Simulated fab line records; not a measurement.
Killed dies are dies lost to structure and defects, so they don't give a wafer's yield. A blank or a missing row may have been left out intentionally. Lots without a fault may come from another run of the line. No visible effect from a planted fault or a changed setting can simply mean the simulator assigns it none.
One fault seen from 2 desks / flow rit-cmos / numbers are kept per desk, each desk with only its own; the story behind them comes last

== METROLOGY DESK ==
What the gauges read for every lot (on any tool): the sampled wafers with a number, averaged. Any lot whose mean is over 4 standard deviations away from the usual mean is out of limits and marked OUT; that distance is given in the brackets.
Columns: A = cd-nm at RIT_M1_CD_MEAS_90, usual 2601 nm
lot=L933; first seen here=day 3 11:40; A=2601
lot=L934; first seen here=day 3 17:32; A=2597
lot=L935; first seen here=day 3 22:56; A=2601
lot=L936; first seen here=day 4 07:41; A=2597
lot=L937; first seen here=day 4 08:52; A=2602
lot=L940; first seen here=day 5 00:47; A=2598
lot=L943; first seen here=day 5 15:24; A=2601
lot=L946; first seen here=day 6 04:50; A=2598
lot=L947; first seen here=day 6 10:31; A=2602
lot=L949; first seen here=day 6 23:41; A=2593
lot=L950; first seen here=day 7 05:26; A=2599
lot=L951; first seen here=day 7 10:17; A=2595
lot=L953; first seen here=day 7 22:32; A=2601
lot=L955; first seen here=day 8 06:02; A=2602
Result from this desk: across the 14 lots, nothing is out of limits.

== THE TOOL OWNER'S DESK: rie-metal-01 ==
The tool's own readings at RIT_M1_METAL_ETCH_12 (etches Al in Cl2/BCl3, stops on SiO2, time 165 s, target depth 600 nm): means of the sampled wafers that have a number, for each lot that ran on this tool. Any lot whose mean is over 4 standard deviations away from the usual mean is out of limits and marked OUT; that distance is given in the brackets.
Columns: A = drypump-motor-current-A at RIT_M1_METAL_ETCH_12, usual 5.6 A; B = oes-product-au at RIT_M1_METAL_ETCH_12, usual 0.775 a.u.; C = rf-fwd-power-W at RIT_M1_METAL_ETCH_12, usual 249.0 W; D = throttle-valve-pct at RIT_M1_METAL_ETCH_12, usual 8.21 %
lot=L934; first seen here=day 3 16:59; A=5.7; B=0.782; C=248.7; D=8.21
lot=L937; first seen here=day 4 08:21; A=5.5; B=0.781; C=249.4; D=8.16
lot=L940; first seen here=day 5 00:16; A=5.6; B=0.782; C=249.5; D=8.15
lot=L943; first seen here=day 5 14:50; A=5.8; B=0.803; C=248.3; D=8.25
lot=L946; first seen here=day 6 04:17; A=5.4; B=0.771; C=248.9; D=8.11
lot=L949; first seen here=day 6 23:11; A=5.5; B=0.776; C=282.1 (+47) OUT; D=8.16
lot=L951; first seen here=day 7 09:46; A=5.5; B=0.777; C=282.6 (+48) OUT; D=8.16
This desk finds L949, L951 out of limits, L949 being first, at day 6 23:11 (rf-fwd-power-W at RIT_M1_METAL_ETCH_12). L934, L937, L940, L943, L946: within limits.

== ALL TOGETHER ==
On L949, L951, at day 6 23:11, an alarm was possible from the tool owner's desk.
From the metrology desk's view, nothing was out of limits.
The metrology desk has L949, L951 on record, within its limits.
All the named lots went through RIT_M1_METAL_ETCH_12 on rie-metal-01.

== WHAT THE SIMULATOR PUT IN ==
rie-metal-01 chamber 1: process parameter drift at RIT_M1_METAL_ETCH_12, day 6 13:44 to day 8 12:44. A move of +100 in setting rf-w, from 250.
Lots struck among those shown: L949, L951.
How many hours passed from the start of the fault until each desk's first out-of-limits reading: the tool owner's desk, 9.
